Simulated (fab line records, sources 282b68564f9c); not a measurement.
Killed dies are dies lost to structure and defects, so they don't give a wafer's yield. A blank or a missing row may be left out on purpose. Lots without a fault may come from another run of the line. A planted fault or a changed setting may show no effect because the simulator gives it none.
Which tool did it? | flow rit_cmos | 15 lots, 45 wafers sampled, at 3 steps of a route of 202

WHAT THE GAUGES READ, wafer by wafer
RIT_NLDD_OVL_MEAS_06.
lot  | measured    | on         | NLDD_OVL (nm)
L995 | day 3 02:02 | overlay-02 | -0.4 -2.1 -2.9
L996 | day 3 07:36 | overlay-01 | -1.9 -2.4 -1.6
L997 | day 3 13:57 | overlay-02 | 1.7 1.4 2.4
L998 | day 3 19:09 | overlay-02 | -1.8 -0.8 -1.2
L100 | day 4 10:29 | overlay-02 | 0.9 -1.2 0.1
L101 | day 4 13:07 | overlay-01 | -3.7 -1.4 -2.1
L102 | day 4 16:59 | overlay-02 | -1.9 -2.0 -3.0
L104 | day 5 00:03 | overlay-01 | -0.7 -1.4 1.0
L105 | day 5 06:13 | overlay-02 | 0.7 1.1 0.7
L106 | day 5 10:37 | overlay-02 | 0.5 1.2 -0.7
L107 | day 5 16:11 | overlay-01 | -2.8 -1.9 -3.4
L115 | day 7 00:48 | overlay-02 | 1.4 1.1 3.1
L116 | day 7 05:25 | overlay-02 | -1.8 -1.8 0.1
L117 | day 7 13:12 | overlay-01 | 0.2 -0.1 -0.3
L118 | day 7 19:04 | overlay-01 | 0.2 1.1 -1.0

RIT_PLDD_OVL_MEAS_06.
lot  | measured    | on         | PLDD_OVL (nm)
L995 | day 3 03:35 | overlay-02 | 0.3 1.1 1.3
L996 | day 3 09:10 | overlay-01 | -2.3 -1.2 -0.7
L997 | day 3 15:31 | overlay-01 | 0.6 0.2 1.6
L998 | day 3 20:46 | overlay-02 | 0.6 -0.2 0.0
L100 | day 4 11:54 | overlay-02 | -0.8 -2.1 -0.2
L101 | day 4 14:32 | overlay-01 | -2.7 -2.1 -1.5
L102 | day 4 18:24 | overlay-01 | -0.9 -1.4 -0.3
L104 | day 5 01:38 | overlay-02 | -0.4 -0.6 -1.0
L105 | day 5 07:55 | overlay-01 | 1.6 1.2 1.7
L106 | day 5 12:02 | overlay-02 | -0.4 3.1 0.6
L107 | day 5 17:37 | overlay-01 | 1.8 0.5 0.2
L115 | day 7 02:13 | overlay-02 | 0.7 -1.0 2.3
L116 | day 7 06:50 | overlay-01 | 2.1 2.9 0.0
L117 | day 7 14:57 | overlay-02 | 1.7 0.0 1.0
L118 | day 7 20:37 | overlay-02 | 0.6 -0.1 -0.3

RIT_CONTACT_OVL_MEAS_09.
lot  | measured    | on         | CONTACT_OVL (nm)
L995 | day 3 12:06 | overlay-01 | 0.4 -1.5 0.2
L996 | day 3 18:23 | overlay-02 | -1.7 0.0 -0.4
L997 | day 4 00:13 | overlay-02 | -0.2 0.7 0.1
L998 | day 4 05:38 | overlay-01 | -1.3 0.4 -0.1
L100 | day 4 21:07 | overlay-01 | 1.9 1.2 1.1
L101 | day 4 23:58 | overlay-02 | 0.3 2.4 3.5
L102 | day 5 03:34 | overlay-01 | -1.8 -1.5 -0.1
L104 | day 5 10:43 | overlay-01 | -0.7 -1.6 -1.8
L105 | day 5 16:48 | overlay-02 | 1.5 1.1 1.3
L106 | day 5 21:19 | overlay-02 | 0.4 0.1 1.5
L107 | day 6 02:43 | overlay-01 | 1.4 -0.6 0.1
L115 | day 7 10:50 | overlay-01 | -2.5 -1.8 -3.2
L116 | day 7 15:43 | overlay-02 | 1.5 -0.5 0.7
L117 | day 8 00:36 | overlay-01 | -0.8 0.4 0.7
L118 | day 8 06:25 | overlay-02 | -0.5 0.4 1.8

WHICH TOOL RAN EACH LOT (tool, then ch and the chambers of the sampled wafers, then the start)
The record holds no process step before these readings.

WHAT THE TOOLS THEMSELVES READ (means of the sampled wafers that have a number; where no wafer has one, the mark that the record gives instead)
The record holds no such reading with a usual standard deviation.

THE ANSWER, worked out from the rows above alone
Rule: what is usual is taken from the lots themselves. Put in order of their means at a reading, lots are off if they are a third of the lots or fewer, leave a main group of 4 or more, and stand apart from it by a gap of 3 or more times the standard deviation of the main group's means; of several such gaps the widest counts. A main group whose means are all the same, to the digits that the tables above print for the reading, isn't used. A lot without any number at a reading at which 4 lots or more have one is off too. The other lots that the step has rows for count as sound. The gauges are gone through in route order, then the tools' own readings, and for those a lot's mean is taken as printed above. The first step at which some lot is off is used, and at that step the reading that is off furthest; a lot without a number counts as furthest.
No lot is off at any reading shown: from this, nothing can be told.

WHAT THE SIMULATOR HAD PUT IN
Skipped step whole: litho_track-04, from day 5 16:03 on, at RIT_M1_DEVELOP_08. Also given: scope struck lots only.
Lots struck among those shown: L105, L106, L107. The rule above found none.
